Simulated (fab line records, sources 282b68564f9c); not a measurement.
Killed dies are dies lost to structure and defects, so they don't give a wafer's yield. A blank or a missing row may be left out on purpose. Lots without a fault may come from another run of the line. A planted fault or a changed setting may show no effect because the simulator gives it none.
fab line records | flow rit_cmos
record lots=5 wafers=15 last_day=7
route steps=202 shown PSD@144 SDANNEAL@153 NSD@158 PLDD@159 NLDD@160 SILICIDE@161 CONTACT@168
lots that met no fault: from a run of the same line without faults
start_h: hours from the record's first day to the start of the lot's first wafer shown | wait_h: hours since the lot's step before | " the same as in the row above | L1.1+2: a row that stands for several wafers | - no value, or no start given | * or withheld: withheld | < > ~ a bound
route shown NAME@n: a module of which the file shows steps, and the number in the route of the first | usual: mean/standard deviation of fault-free wafers | same: alike in all rows | chamber/n: place in a boat | sites: the reading at each site | _std_site: their standard deviation | _edge_site: outer sites' mean less inner sites' | radius_mm: how far each site lies from the wafer's centre | mask NAME#n: copy n | behind: the tool/chamber that last shaped the wafer | hold: why the lot was held/for how many hours/how that ended | device: the transistor (n, p or np) that didn't switch | end of line: the same wafers' tests at the end of the route | a step without rows: its recipe alone | killed: dies lost to structure and defects at the first sort, not the wafer's yield | map: a wafer's dies, x killed, . not, _ none there
set.NAME: the setting as run; set.NAME@STEP: as run at that earlier step | model.NAME: the simulator's own value behind a step, which no gauge read
lots at some steps of the route; a table a step, a row a wafer
services: from which hour (start_h, from the record's first day; less than 0 if before it) a tool's chamber was out of use, for how many hours, and why
## steps
# step RIT_PSD_SOFTBAKE_02
# recipe resist=NOVOLAK temp_c=90 time_s=60
# columns lot.wafer tool chamber start_h wait_h
L076.2+3+5 litho_track-03 0 59.32 0.1
L081.1+5+6 litho_track-03 0 87.88 0.1
L086.1+3+6 litho_track-04 0 107.17 0.1
L091.3+4+5 litho_track-04 0 135.33 0.1
L097.1+5+6 litho_track-01 0 165.15 0.1
# step RIT_PSD_EXPOSE_03
# recipe mask_id=M10 na=0.57 target_cd_nm=40900 dose_mj=250
# usual reticle_temp_C=23.01/0.11
# columns lot.wafer tool chamber start_h wait_h mask reticle_temp_C
L076.2 iline_stepper-02 0 59.59 0.2 M10#0 23.02
L076.3 " 0 " " M10#0 23.04
L076.5 " 0 " " M10#0 23.01
L081.1 iline_stepper-02 0 88.03 0.1 M10#0 23.04
L081.5 " 0 " " M10#0 22.99
L081.6 " 0 " " M10#0 22.93
L086.1 iline_stepper-02 0 107.32 0.1 M10#0 23.02
L086.3 " 0 " " M10#0 23.09
L086.6 " 0 " " M10#0 23.08
L091.3 iline_stepper-02 0 135.59 0.2 M10#0 23.09
L091.4 " 0 " " M10#0 22.92
L091.5 " 0 " " M10#0 22.84
L097.1 iline_stepper-01 0 165.43 0.2 M10#0 23.09
L097.5 " 0 " " M10#0 23.12
L097.6 " 0 " " M10#0 23.10
# step RIT_PSD_PEB_04
# recipe resist=NOVOLAK temp_c=withheld time_s=withheld
# columns lot.wafer tool chamber start_h wait_h
L076.2+3+5 litho_track-04 0 59.71 0.1
L081.1+5+6 litho_track-03 0 88.15 0.1
L086.1+3+6 litho_track-03 0 107.43 0.1
L091.3+4+5 litho_track-03 0 135.72 0.1
L097.1+5+6 litho_track-01 0 165.55 0.1
# step RIT_PSD_DEVELOP_05
# recipe resist=NOVOLAK develop_time_s=50 dev_temp_c=23
# columns lot.wafer tool chamber start_h wait_h
L076.2+3+5 litho_track-04 0 - -
L081.1+5+6 litho_track-03 0 - -
L086.1+3+6 litho_track-03 0 - -
L091.3+4+5 litho_track-03 0 - -
L097.1+5+6 litho_track-01 0 - -
# step RIT_PSD_OVL_MEAS_06
# usual PSD_OVL=0.0/1.5
# columns lot.wafer tool chamber start_h wait_h PSD_OVL[nm]
L076.2 overlay-01 - 59.98 - 1.9
L076.3 " - " " 1.2
L076.5 " - " " 0.8
L081.1 overlay-01 - 88.43 - 1.1
L081.5 " - " " 0.3
L081.6 " - " " 1.0
L086.1 overlay-02 - 107.72 - -0.5
L086.3 " - " " 0.5
L086.6 " - " " -0.2
L091.3 overlay-01 - 135.96 - 0.2
L091.4 " - " " 0.8
L091.5 " - " " -1.5
L097.1 overlay-02 - 165.83 - -0.1
L097.5 " - " " 1.4
L097.6 " - " " -0.2
# step RIT_PSD_HARDBAKE_07
# recipe resist=NOVOLAK temp_c=140 time_s=60
# columns lot.wafer tool chamber start_h wait_h
L076.2+3+5 litho_track-03 0 60.03 0.0
L081.1+5+6 litho_track-04 0 88.47 0.0
L086.1+3+6 litho_track-01 0 107.75 0.0
L091.3+4+5 litho_track-04 0 136.04 0.1
L097.1+5+6 litho_track-04 0 166.08 0.2
# step RIT_PSD_IMPLANT_08
# recipe species=BF2 energy_kev=27 dose_cm2=5.057e+15 tilt_deg=7
# usual dose_ions_cm2=5.058e+15/4.8e+12 faraday_current_uA=11304/520
# columns lot.wafer tool chamber start_h wait_h dose_ions_cm2 faraday_current_uA
L076.2 implanter-04 0 60.18 0.1 5.054e+15 10557
L076.3 " 0 " " 5.06e+15 10302
L076.5 " 0 " " 5.061e+15 10932
L081.1 implanter-02 0 88.62 0.1 5.058e+15 11591
L081.5 " 0 " " 5.061e+15 11691
L081.6 " 0 " " 5.056e+15 12050
L086.1 implanter-01 0 107.90 0.1 5.062e+15 11328
L086.3 " 0 " " 5.06e+15 11190
L086.6 " 0 " " 5.066e+15 11077
L091.3 implanter-01 0 136.19 0.1 5.051e+15 11002
L091.4 " 0 " " 5.053e+15 11263
L091.5 " 0 " " 5.054e+15 11490
L097.1 implanter-02 0 166.23 0.1 5.055e+15 11532
L097.5 " 0 " " 5.057e+15 12111
L097.6 " 0 " " 5.056e+15 11802
# step RIT_PSD_STRIP_09
# recipe chemistry=O2 time_s=180 resist=NOVOLAK platen_temp_c=withheld power_w=500 pressure_mtorr=4000 o2_flow_sccm=4000
# usual drypump_motor_current_A=5.5/0.44
# columns lot.wafer tool chamber start_h wait_h drypump_motor_current_A rf_hours_counter_h
L076.2 plasma_asher-01 1 60.31 0.1 5.6 44
L076.3 " 1 " " 5.6 -
L076.5 " 1 " " 5.6 -
L081.1 plasma_asher-02 1 88.77 0.1 4.9 38
L081.5 " 1 " " 4.9 -
L081.6 " 0 " " 6.3 -
L086.1 plasma_asher-01 1 108.05 0.1 5.7 47
L086.3 " 0 " " 5.6 -
L086.6 " 0 " " 5.6 -
L091.3 plasma_asher-01 1 136.35 0.1 5.7 -
L091.4 " 0 " " 5.6 -
L091.5 " 0 " " 5.6 -
L097.1 plasma_asher-02 0 166.38 0.1 6.3 5
L097.5 " 0 " " 6.3 -
L097.6 " 1 " " 4.9 -
# step RIT_PSD_TW_MEAS_10
# usual PSD_TW=3431/15
# columns lot.wafer tool chamber start_h wait_h PSD_TW
L076.2 film_metro-02 - 60.49 0.1 3428
L076.3 " - " " 3444
L076.5 " - " " 3443
L081.1 film_metro-04 - 88.95 0.1 3438
L081.5 " - " " 3455
L081.6 " - " " 3451
L086.1 film_metro-04 - 108.23 0.1 3449
L086.3 " - " " 3431
L086.6 " - " " 3437
L091.3 film_metro-04 - 136.48 0.1 3425
L091.4 " - " " 3403
L091.5 " - " " 3400
L097.1 film_metro-04 - 166.55 0.1 3448
L097.5 " - " " 3435
L097.6 " - " " 3425
# step RIT_SDANNEAL_CLEAN_00
# recipe chemistry=SC1 mix=3:3:50 time_s=600 temp_c=75
# columns lot.wafer tool chamber start_h wait_h
L076.2+3+5 wet_bench-03 2 60.54 0.0
L081.1+5+6 wet_bench-02 3 89.01 0.1
L086.1+3+6 wet_bench-02 3 108.29 0.1
L091.3+4+5 wet_bench-02 0 136.52 0.0
L097.1+5+6 wet_bench-02 2 166.61 0.1
# step RIT_SDANNEAL_CLEAN_01
# recipe chemistry=dHF dilution=50:1 time_s=30
# columns lot.wafer tool chamber start_h wait_h
L076.2+3+5 wet_bench-02 2 60.73 0.0
L081.1+5+6 wet_bench-01 1 89.18 0.0
L086.1+3+6 wet_bench-01 0 108.46 0.0
L091.3+4+5 wet_bench-03 3 136.70 0.0
L097.1+5+6 wet_bench-01 0 166.80 0.0
# step RIT_SDANNEAL_CLEAN_02
# recipe chemistry=SC2 mix=3:3:50 time_s=600 temp_c=75 dry=n2_spin
# columns lot.wafer tool chamber start_h wait_h
L076.2+3+5 wet_bench-01 3 60.75 0.0
L081.1+5+6 wet_bench-03 1 89.20 0.0
L086.1+3+6 wet_bench-03 3 108.48 0.0
L091.3+4+5 wet_bench-01 2 136.72 0.0
L097.1+5+6 wet_bench-02 2 166.82 0.0
# step RIT_SDANNEAL_RTA_03
# recipe temp_c=1050 time_s=5 idle_temp_c=600 ramp_up_c_per_s=342 ramp_down_c_per_s=171 cool_to_c=600 ambient=N2
# usual chamber_o2_ppm=2.001/0.026 wafer_temp_C_max=1053.5/1.1
# columns lot.wafer tool chamber start_h wait_h chamber_o2_ppm wafer_temp_C_max
L076.2 rtp_anneal-02 0 60.94 0.0 1.987 1053.2
L076.3 " 0 " " 1.949 1055.0
L076.5 " 0 " " 1.974 1053.2
L081.1 rtp_anneal-01 0 89.37 0.0 1.957 1052.3
L081.5 " 0 " " 1.998 1053.0
L081.6 " 0 " " 1.989 1052.1
L086.1 rtp_anneal-02 0 108.67 0.0 1.992 1052.5
L086.3 " 0 " " 1.987 1052.2
L086.6 " 0 " " 1.989 1054.8
L091.3 rtp_anneal-01 0 136.91 0.0 2.027 1053.8
L091.4 " 0 " " 2.015 1051.4
L091.5 " 0 " " 2.034 1054.1
L097.1 rtp_anneal-01 0 167.01 0.0 2.004 1051.8
L097.5 " 0 " " 2.000 1054.4
L097.6 " 0 " " 2.023 1055.3
# step RIT_SDANNEAL_RS_MEAS_04
# recipe thk_meas_gauge=four-point-probe
# usual PSD_RS=115.71/0.3
# columns lot.wafer tool chamber start_h wait_h PSD_RS[ohm/sq]
L076.2 film_metro-04 - 61.00 0.1 115.54
L076.3 " - " " 115.76
L076.5 " - " " 115.49
L081.1 film_metro-03 - 89.43 0.0 116.15
L081.5 " - " " 115.96
L081.6 " - " " 115.81
L086.1 film_metro-02 - 108.73 0.0 116.00
L086.3 " - " " 115.74
L086.6 " - " " 115.75
L091.3 film_metro-02 - 136.99 0.1 115.50
L091.4 " - " " 115.40
L091.5 " - " " 115.11
L097.1 film_metro-04 - 167.07 0.0 116.00
L097.5 " - " " 115.67
L097.6 " - " " 115.60
# step RIT_SDANNEAL_RS_MEAS_05
# recipe thk_meas_gauge=four-point-probe
# usual NSD_RS=84.36/0.29
# columns lot.wafer tool chamber start_h wait_h NSD_RS[ohm/sq]
L076.2 film_metro-04 - 61.12 0.1 84.74
L076.3 " - " " 84.33
L076.5 " - " " 84.40
L081.1 film_metro-03 - 89.55 0.1 84.22
L081.5 " - " " 84.33
L081.6 " - " " 84.02
L086.1 film_metro-02 - 108.85 0.1 84.20
L086.3 " - " " 84.30
L086.6 " - " " 84.37
L091.3 film_metro-02 - 137.11 0.1 84.73
L091.4 " - " " 84.44
L091.5 " - " " 84.84
L097.1 film_metro-04 - 167.19 0.1 84.37
L097.5 " - " " 84.36
L097.6 " - " " 84.73
# step RIT_SDANNEAL_RS_MEAS_06
# recipe thk_meas_gauge=four-point-probe
# usual PLDD_RS=178.4/0.48
# columns lot.wafer tool chamber start_h wait_h PLDD_RS[ohm/sq]
L076.2 film_metro-04 - 61.24 0.1 178.3
L076.3 " - " " 178.3
L076.5 " - " " 178.1
L081.1 film_metro-03 - 89.67 0.1 179.2
L081.5 " - " " 178.8
L081.6 " - " " 178.8
L086.1 film_metro-02 - 108.97 0.1 178.4
L086.3 " - " " 178.9
L086.6 " - " " 178.4
L091.3 film_metro-02 - 137.23 0.1 177.8
L091.4 " - " " 178.1
L091.5 " - " " 178.2
L097.1 film_metro-04 - 167.31 0.1 178.6
L097.5 " - " " 178.0
L097.6 " - " " 177.9
# step RIT_SDANNEAL_RS_MEAS_07
# recipe thk_meas_gauge=four-point-probe
# usual NLDD_RS=152.6/0.63
# columns lot.wafer tool chamber start_h wait_h NLDD_RS[ohm/sq]
L076.2 film_metro-04 - 61.36 0.1 153.4
L076.3 " - " " 153.7
L076.5 " - " " 153.2
L081.1 film_metro-03 - 89.79 0.1 153.2
L081.5 " - " " 153.0
L081.6 " - " " 152.7
L086.1 film_metro-02 - 109.09 0.1 152.0
L086.3 " - " " 152.5
L086.6 " - " " 151.4
L091.3 film_metro-02 - 137.35 0.1 151.6
L091.4 " - " " 151.8
L091.5 " - " " 151.9
L097.1 film_metro-04 - 167.43 0.1 152.6
L097.5 " - " " 152.7
L097.6 " - " " 152.2
# step RIT_SILICIDE_WET_ETCH_00
# recipe chemistry=BOE target=SiO2 target_depth_nm=14 time_s=15 dry=n2_spin dilution=10:1 temp_c=21.5
# columns lot.wafer tool chamber start_h wait_h
L076.2+3+5 wet_bench-04 0 61.46 0.1
L081.1+5+6 wet_bench-04 0 89.91 0.1
L086.1+3+6 wet_bench-03 2 109.21 0.1
L091.3+4+5 wet_bench-04 2 137.43 0.1
L097.1+5+6 wet_bench-04 2 167.55 0.1
# step RIT_SILICIDE_SPUTTER_01
# recipe material=Ti target_thk_nm=30 power_w=350 chamber_pressure_pa=0.667 gas=Ar time_s=240 substrate_temp_c=25
# usual throttle_valve_pct=30.0/0.85
# columns lot.wafer tool chamber start_h wait_h throttle_valve_pct
L076.2 pvd_sputter-01 - 61.48 0.0 30.7
L076.3 " - " " 31.1
L076.5 " - " " 30.7
L081.1 pvd_sputter-02 - 89.92 0.0 28.7
L081.5 " - " " 31.1
L081.6 " - " " 28.5
L086.1 pvd_sputter-01 - 109.22 0.0 30.5
L086.3 " - " " 29.2
L086.6 " - " " 30.6
L091.3 pvd_sputter-02 - 137.44 0.0 30.1
L091.4 " - " " 28.5
L091.5 " - " " 30.7
L097.1 pvd_sputter-02 - 167.56 0.0 28.4
L097.5 " - " " 30.2
L097.6 " - " " 28.4
# step RIT_SILICIDE_RS_MEAS_02
# recipe thk_meas_gauge=four-point-probe reads=Ti_of_SILICIDE_SPUTTER_01
# usual SILICIDE_TI_RS=48.0/0.79
# columns lot.wafer tool chamber start_h wait_h SILICIDE_TI_RS[ohm/sq]
L076.2 film_metro-01 - 61.66 0.1 49.8
L076.3 " - " " 49.6
L076.5 " - " " 49.4
L081.1 film_metro-02 - 90.07 0.1 47.7
L081.5 " - " " 47.6
L081.6 " - " " 47.7
L086.1 film_metro-04 - 109.37 0.1 48.6
L086.3 " - " " 47.6
L086.6 " - " " 49.5
L091.3 film_metro-01 - 137.63 0.1 47.4
L091.4 " - " " 47.7
L091.5 " - " " 47.8
L097.1 film_metro-01 - 167.71 0.1 47.8
L097.5 " - " " 46.8
L097.6 " - " " 47.3
# step RIT_SILICIDE_THK_MEAS_03
# recipe thk_meas_gauge=xrf reads=Ti_of_SILICIDE_SPUTTER_01
# usual SILICIDE_TI_THK=29.4/0.45
# columns lot.wafer tool chamber start_h wait_h SILICIDE_TI_THK[nm]
L076.2 film_metro-01 - 61.77 0.1 28.3
L076.3 " - " " 28.5
L076.5 " - " " 28.5
L081.1 film_metro-02 - 90.19 0.1 29.7
L081.5 " - " " 29.7
L081.6 " - " " 29.8
L086.1 film_metro-04 - 109.49 0.1 29.3
L086.3 " - " " 29.9
L086.6 " - " " 28.9
L091.3 film_metro-01 - 137.73 0.1 29.8
L091.4 " - " " 29.4
L091.5 " - " " 29.3
L097.1 film_metro-01 - 167.83 0.1 29.5
L097.5 " - " " 30.0
L097.6 " - " " 29.8
# step RIT_SILICIDE_RTA_04
# recipe temp_c=650 time_s=10 idle_temp_c=25 ramp_up_s=5 ramp_down_s=5 cool_to_c=25 ambient=N2
# usual chamber_o2_ppm=2.003/0.024 wafer_temp_C_max=652.5/0.57
# columns lot.wafer tool chamber start_h wait_h chamber_o2_ppm wafer_temp_C_max
L076.2 rtp_anneal-01 0 61.83 0.1 2.008 652.6
L076.3 " 0 " " 2.019 652.7
L076.5 " 0 " " 2.004 653.0
L081.1 rtp_anneal-02 0 90.25 0.1 2.030 652.9
L081.5 " 0 " " 2.030 651.9
L081.6 " 0 " " 1.993 651.1
L086.1 rtp_anneal-01 0 109.55 0.1 2.013 652.6
L086.3 " 0 " " 2.001 652.5
L086.6 " 0 " " 2.008 652.2
L091.3 rtp_anneal-02 0 137.79 0.1 2.017 652.6
L091.4 " 0 " " 2.059 652.9
L091.5 " 0 " " 2.022 652.3
L097.1 rtp_anneal-02 0 167.89 0.1 1.973 652.5
L097.5 " 0 " " 1.997 652.0
L097.6 " 0 " " 2.016 652.6
# step RIT_SILICIDE_WET_ETCH_05
# recipe chemistry=SPM target=Ti temp_c=90 time_s=120 dry=n2_spin
# columns lot.wafer tool chamber start_h wait_h
L076.2+3+5 wet_bench-01 3 61.89 0.0
L081.1+5+6 wet_bench-03 3 90.32 0.1
L086.1+3+6 wet_bench-04 0 109.62 0.1
L091.3+4+5 wet_bench-03 2 137.84 0.0
L097.1+5+6 wet_bench-03 2 167.96 0.1
# step RIT_SILICIDE_RTA_06
# recipe temp_c=750 time_s=10 idle_temp_c=25 ramp_up_s=5 ramp_down_s=10 cool_to_c=25 ambient=N2
# usual chamber_o2_ppm=1.995/0.021 wafer_temp_C_max=752.9/0.58
# columns lot.wafer tool chamber start_h wait_h chamber_o2_ppm wafer_temp_C_max
L076.2 rtp_anneal-02 0 61.94 0.0 1.979 753.3
L076.3 " 0 " " 1.991 753.9
L076.5 " 0 " " 2.026 752.4
L081.1 rtp_anneal-01 0 90.40 0.0 1.981 752.8
L081.5 " 0 " " 1.966 753.2
L081.6 " 0 " " 1.977 752.3
L086.1 rtp_anneal-02 0 109.66 0.0 1.977 752.6
L086.3 " 0 " " 1.983 752.9
L086.6 " 0 " " 1.974 752.9
L091.3 rtp_anneal-01 0 137.90 0.0 1.987 753.2
L091.4 " 0 " " 2.020 753.2
L091.5 " 0 " " 2.007 752.7
L097.1 rtp_anneal-01 0 168.00 0.0 1.992 753.0
L097.5 " 0 " " 1.978 753.4
L097.6 " 0 " " 2.010 753.7
# step RIT_CONTACT_CVD_00
# recipe material=SiO2 target_thk_nm=400 precursor=TEOS temp_c=390 time_s=61 rf_w=400
# usual heater_power_w=356/65 rf_fwd_power_W=396.3/1.9
# columns lot.wafer tool chamber start_h wait_h heater_power_w rf_fwd_power_W
L076.2 pecvd-02 1 61.99 0.0 321 394.8
L076.3 " 0 " " 323 398.7
L076.5 " 0 " " 334 398.4
L081.1 pecvd-03 1 90.47 0.1 427 398.3
L081.5 " 0 " " 308 396.2
L081.6 " 2 " " 332 395.1
L086.1 pecvd-04 0 109.73 0.1 399 397.6
L086.3 " 1 " " 359 393.4
L086.6 " 0 " " 420 398.3
L091.3 pecvd-02 2 137.97 0.1 447 395.0
L091.4 " 1 " " 308 393.7
L091.5 " 1 " " 329 394.7
L097.1 pecvd-04 2 168.07 0.1 349 398.5
L097.5 " 0 " " 424 396.1
L097.6 " 1 " " 261 396.8
# step RIT_CONTACT_THK_MEAS_01
# recipe reads=SiO2_of_CONTACT_CVD_00
# usual CONTACT_TEOS_THK=402/5.5
# columns lot.wafer tool chamber start_h wait_h CONTACT_TEOS_THK[nm]
L076.2 film_metro-03 - 62.05 0.0 407
L076.3 " - " " 396
L076.5 " - " " 405
L081.1 film_metro-03 - 90.52 0.0 396
L081.5 " - " " 401
L081.6 " - " " 401
L086.1 film_metro-01 - 109.78 0.0 398
L086.3 " - " " 403
L086.6 " - " " 406
L091.3 film_metro-01 - 138.04 0.0 406
L091.4 " - " " 413
L091.5 " - " " 408
L097.1 film_metro-01 - 168.12 0.0 405
L097.5 " - " " 408
L097.6 " - " " 409
# step RIT_CONTACT_HMDS_02
# recipe prime_time_s=60 prime_temp_c=140
# columns lot.wafer tool chamber start_h wait_h
L076.2+3+5 litho_track-02 0 62.13 0.1
L081.1+5+6 litho_track-01 0 90.58 0.1
L086.1+3+6 litho_track-03 0 109.84 0.1
L091.3+4+5 litho_track-01 0 138.13 0.1
L097.1+5+6 litho_track-01 0 168.18 0.1
# step RIT_CONTACT_COAT_03
# recipe resist=NOVOLAK spin_rpm=3250 resist_thk_nm=983.7
# columns lot.wafer tool chamber start_h wait_h
L076.2+3+5 litho_track-02 0 62.28 0.1
L081.1+5+6 litho_track-01 0 90.73 0.1
L086.1+3+6 litho_track-03 0 109.99 0.1
L091.3+4+5 litho_track-01 0 138.28 0.1
L097.1+5+6 litho_track-01 0 168.33 0.1
# step RIT_CONTACT_SOFTBAKE_04
# recipe resist=NOVOLAK temp_c=90 time_s=60
# columns lot.wafer tool chamber start_h wait_h
L076.2+3+5 litho_track-02 0 62.43 0.1
L081.1+5+6 litho_track-01 0 90.88 0.1
L086.1+3+6 litho_track-03 0 110.14 0.1
L091.3+4+5 litho_track-01 0 138.43 0.1
L097.1+5+6 litho_track-01 0 168.48 0.1
# step RIT_CONTACT_EXPOSE_05
# recipe mask_id=M11 na=0.6 source_shape=conventional sigma_outer=0.5 target_cd_nm=1000 dose_mj=250
# usual reticle_temp_C=22.99/0.1
# columns lot.wafer tool chamber start_h wait_h mask reticle_temp_C
L076.2 iline_stepper-01 0 62.64 0.2 M11#0 23.06
L076.3 " 0 " " M11#0 23.05
L076.5 " 0 " " M11#0 22.93
L081.1 iline_stepper-02 0 91.03 0.1 M11#0 23.20
L081.5 " 0 " " M11#0 23.29
L081.6 " 0 " " M11#0 23.33
L086.1 iline_stepper-01 0 110.29 0.1 M11#0 22.85
L086.3 " 0 " " M11#0 23.01
L086.6 " 0 " " M11#0 23.15
L091.3 iline_stepper-02 0 138.57 0.1 M11#0 22.89
L091.4 " 0 " " M11#0 23.04
L091.5 " 0 " " M11#0 23.14
L097.1 iline_stepper-01 0 168.75 0.2 M11#0 23.03
L097.5 " 0 " " M11#0 22.88
L097.6 " 0 " " M11#0 22.98
# step RIT_CONTACT_PEB_06
# recipe resist=NOVOLAK temp_c=withheld time_s=withheld
# columns lot.wafer tool chamber start_h wait_h
L076.2+3+5 litho_track-01 0 62.76 0.1
L081.1+5+6 litho_track-01 0 91.15 0.1
L086.1+3+6 litho_track-02 0 110.40 0.1
L091.3+4+5 litho_track-03 0 138.70 0.1
L097.1+5+6 litho_track-01 0 168.87 0.1
# step RIT_CONTACT_DEVELOP_07
# recipe resist=NOVOLAK develop_time_s=120 dev_temp_c=23
# columns lot.wafer tool chamber start_h wait_h
L076.2+3+5 litho_track-01 0 - -
L081.1+5+6 litho_track-01 0 - -
L086.1+3+6 litho_track-02 0 - -
L091.3+4+5 litho_track-03 0 - -
L097.1+5+6 litho_track-01 0 - -
# step RIT_CONTACT_CD_MEAS_08
# recipe target_cd_nm=1000
# usual cd_nm=1000.4/1.8
# columns lot.wafer tool chamber start_h wait_h cd_nm
L076.2 cd_sem-01 - 63.15 - 1000.9
L076.3 " - " " 1002.5
L076.5 " - " " 1000.8
L081.1 cd_sem-02 - 91.55 - 1001.0
L081.5 " - " " 1001.2
L081.6 " - " " 1000.9
L086.1 cd_sem-01 - 110.80 - 1004.6
L086.3 " - " " 1004.1
L086.6 " - " " 1002.9
L091.3 cd_sem-02 - 139.09 - 997.4
L091.4 " - " " 997.4
L091.5 " - " " 996.7
L097.1 cd_sem-02 - 169.27 - 1000.8
L097.5 " - " " 1001.3
L097.6 " - " " 999.1
# step RIT_CONTACT_OVL_MEAS_09
# usual CONTACT_OVL=0.5/1.4
# columns lot.wafer tool chamber start_h wait_h CONTACT_OVL[nm]
L076.2 overlay-01 - 63.26 0.1 1.9
L076.3 " - " " 1.4
L076.5 " - " " 2.0
L081.1 overlay-02 - 91.67 0.1 -0.1
L081.5 " - " " -0.7
L081.6 " - " " -0.2
L086.1 overlay-02 - 110.92 0.1 0.1
L086.3 " - " " 0.7
L086.6 " - " " -1.1
L091.3 overlay-01 - 139.18 0.1 0.0
L091.4 " - " " -0.5
L091.5 " - " " -0.1
L097.1 overlay-01 - 169.39 0.1 2.8
L097.5 " - " " 3.0
L097.6 " - " " 1.6
# step RIT_CONTACT_HARDBAKE_10
# recipe resist=NOVOLAK temp_c=140 time_s=60
# columns lot.wafer tool chamber start_h wait_h
L076.2+3+5 litho_track-03 0 63.31 0.0
L081.1+5+6 litho_track-01 0 91.70 0.0
L086.1+3+6 litho_track-03 0 110.96 0.0
L091.3+4+5 litho_track-01 0 139.25 0.1
L097.1+5+6 litho_track-01 0 169.42 0.0
# step RIT_CONTACT_ETCH_11
# recipe target_depth_a=4800 over_etch_frac=0.2 stop_on=TiSi2 chemistry=CHF3/CF4/Ar target=SiO2 CHF3_flow_sccm=50 cf4_flow_sccm=10 Ar_flow_sccm=100 O2_flow_sccm=5 pressure_mtorr=100 rf_w=200 time_s=320
# usual drypump_motor_current_A=5.7/0.37 mfc_ar_sccm=100.00/0.3 oes_product_au=0.985/0.017 rf_fwd_power_W=199.6/0.61 throttle_valve_pct=8.90/0.11
# columns lot.wafer tool chamber start_h wait_h drypump_motor_current_A mfc_ar_sccm oes_product_au rf_fwd_power_W rf_hours_counter_h throttle_valve_pct
L076.2 rie_diel-02 3 63.44 0.1 6.2 99.61 0.998 198.6 45 8.86
L076.3 " 0 " " 5.9 100.45 0.984 200.0 60 8.89
L076.5 " 1 " " 5.7 99.93 0.995 199.9 - 9.00
L081.1 rie_diel-03 1 91.85 0.1 6.0 100.12 0.966 199.2 7 8.80
L081.5 " 2 " " 5.3 99.84 0.984 199.9 - 8.85
L081.6 " 3 " " 5.2 99.87 0.960 198.9 - 9.01
L086.1 rie_diel-01 1 111.11 0.1 5.2 100.18 0.986 199.4 13 8.82
L086.3 " 3 " " 5.7 100.49 0.980 199.0 32 8.87
L086.6 " 0 " " 5.6 100.06 0.990 199.4 - 9.01
L091.3 rie_diel-03 3 139.35 0.1 5.2 99.95 0.965 200.3 128 9.04
L091.4 " 1 " " 6.0 100.17 0.965 198.8 8 8.82
L091.5 " 1 " " 6.0 100.16 0.981 199.0 - 8.81
L097.1 rie_diel-01 2 169.57 0.1 6.1 100.30 1.016 200.0 75 9.08
L097.5 " 1 " " 5.2 99.72 0.991 198.8 - 8.80
L097.6 " 0 " " 5.6 100.12 0.995 198.7 - 9.03
# step RIT_CONTACT_STRIP_12
# recipe chemistry=O2 time_s=180 resist=NOVOLAK platen_temp_c=withheld power_w=500 pressure_mtorr=4000 o2_flow_sccm=4000
# usual drypump_motor_current_A=5.5/0.48
# columns lot.wafer tool chamber start_h wait_h drypump_motor_current_A rf_hours_counter_h
L076.2 plasma_asher-03 1 63.63 0.1 6.1 44
L076.3 " 1 " " 6.0 -
L076.5 " 0 " " 5.2 -
L081.1 plasma_asher-03 1 92.05 0.1 6.0 47
L081.5 " 0 " " 5.2 -
L081.6 " 1 " " 6.1 -
L086.1 plasma_asher-03 1 111.31 0.1 6.1 50
L086.3 " 0 " " 5.2 -
L086.6 " 1 " " 6.0 -
L091.3 plasma_asher-04 0 139.61 0.2 5.2 -
L091.4 " 1 " " 5.6 -
L091.5 " 0 " " 5.2 -
L097.1 plasma_asher-03 1 169.77 0.1 6.0 56
L097.5 " 1 " " 6.0 -
L097.6 " 0 " " 5.1 -
# step RIT_CONTACT_CD_MEAS_90
# recipe target_cd_nm=1000
# usual cd_nm=1000.4/1.9
# columns lot.wafer tool chamber start_h wait_h cd_nm
L076.2 cd_sem-02 - 63.83 0.1 1001.2
L076.3 " - " " 1003.3
L076.5 " - " " 1000.7
L081.1 cd_sem-01 - 92.22 0.1 1000.2
L081.5 " - " " 1000.9
L081.6 " - " " 1001.0
L086.1 cd_sem-01 - 111.48 0.1 1004.8
L086.3 " - " " 1004.2
L086.6 " - " " 1002.9
L091.3 cd_sem-02 - 139.76 0.1 997.1
L091.4 " - " " 996.8
L091.5 " - " " 996.3
L097.1 cd_sem-01 - 169.94 0.1 1001.1
L097.5 " - " " 1002.0
L097.6 " - " " 999.7
## services
# columns tool chamber start_h hours kind
pvd_sputter-02 - 40.24 2.3 repair
rie_diel-02 2 47.53 3.1 repair
rie_diel-02 0 54.83 2.9 repair
pecvd-03 2 59.32 6.2 repair
implanter-01 - 63.30 4.4 pm
implanter-01 - 67.68 3.4 pm
implanter-04 - 70.29 3.6 pm
rie_diel-03 1 76.94 5.7 repair
rie_diel-01 2 77.17 2.2 repair
plasma_asher-01 - 83.32 14.6 pm
rie_diel-02 1 86.78 10.0 repair
rie_diel-01 2 89.83 1.3 repair
pecvd-02 - 90.73 0.6 repair
wet_bench-02 - 90.96 2.8 repair
plasma_asher-02 - 108.75 9.0 pm
rie_diel-03 2 116.15 2.5 repair
plasma_asher-02 - 117.75 2.8 pm
pecvd-02 0 118.53 25.6 repair
rie_diel-03 - 120.86 4.3 pm
pecvd-04 - 132.78 1.5 repair
iline_stepper-01 - 135.02 2.7 repair
rie_diel-01 0 135.18 18.1 repair
rie_diel-03 3 146.38 4.0 repair
pecvd-02 - 167.10 4.3 repair
## key
fault none
